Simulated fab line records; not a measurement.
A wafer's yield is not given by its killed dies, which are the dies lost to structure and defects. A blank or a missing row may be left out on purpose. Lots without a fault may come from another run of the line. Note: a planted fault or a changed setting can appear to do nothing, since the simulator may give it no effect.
Which tool was responsible? :: flow berkeleyCmos170 :: 7 lots with 21 wafers sampled at 2 steps, on a route of 331 steps

WHAT EACH GAUGE READ, for each wafer
UCB170_PLDD_TW_MEAS_11.
lot: L248
measured: day 6 06:34
on: filmMetro-02
PLDD_TW: 1019 1016 1020

lot: L250
measured: day 6 17:31
on: filmMetro-04
PLDD_TW: 1008 1005 1009

lot: L253
measured: day 7 08:32
on: filmMetro-03
PLDD_TW: 1149 1151 1150

lot: L255
measured: day 7 13:33
on: filmMetro-03
PLDD_TW: 1153 1162 1151

lot: L257
measured: day 8 16:53
on: filmMetro-02
PLDD_TW: 1148 1150 1155

lot: L267
measured: day 10 08:44
on: filmMetro-04
PLDD_TW: 1013 1020 1011

lot: L268
measured: day 10 09:43
on: filmMetro-02
PLDD_TW: 1014 1016 1025

WHAT TOOL EACH LOT RAN ON (gives the tool, then ch and the chambers of the sampled wafers, and finally the start)
lot: L248
UCB170_PLDD_IMPLANT_08: implanter-02 ch 0, day 6 06:10

lot: L250
UCB170_PLDD_IMPLANT_08: implanter-02 ch 0, day 6 17:07

lot: L253
UCB170_PLDD_IMPLANT_08: implanter-03 ch 0, day 7 07:49

lot: L255
UCB170_PLDD_IMPLANT_08: implanter-04 ch 0, day 7 12:51

lot: L257
UCB170_PLDD_IMPLANT_08: implanter-03 ch 0, day 8 16:11

lot: L267
UCB170_PLDD_IMPLANT_08: implanter-03 ch 0, day 10 08:20

lot: L268
UCB170_PLDD_IMPLANT_08: implanter-03 ch 0, day 10 09:19
- UCB170_PLDD_IMPLANT_08

THE ANSWER, worked out from the rows above alone
Rule: the usual values come from the lots themselves. The widest of any qualifying gaps counts: lots, ordered by their means at a reading, are off when they make up no more than a third of the lots, leave a main group of 4 or more, and stand apart from it by 3 or more times the standard deviation of that group's means. A main group is skipped when, at the precision printed for the reading in the tables above, its means are all equal. Also off: a lot with no number at a reading for which 4 or more lots have one. Any other lot the step has rows for is counted as sound.
No lot is off at any reading shown: from this, nothing can be told.

WHAT THE SIMULATOR HAD PUT IN
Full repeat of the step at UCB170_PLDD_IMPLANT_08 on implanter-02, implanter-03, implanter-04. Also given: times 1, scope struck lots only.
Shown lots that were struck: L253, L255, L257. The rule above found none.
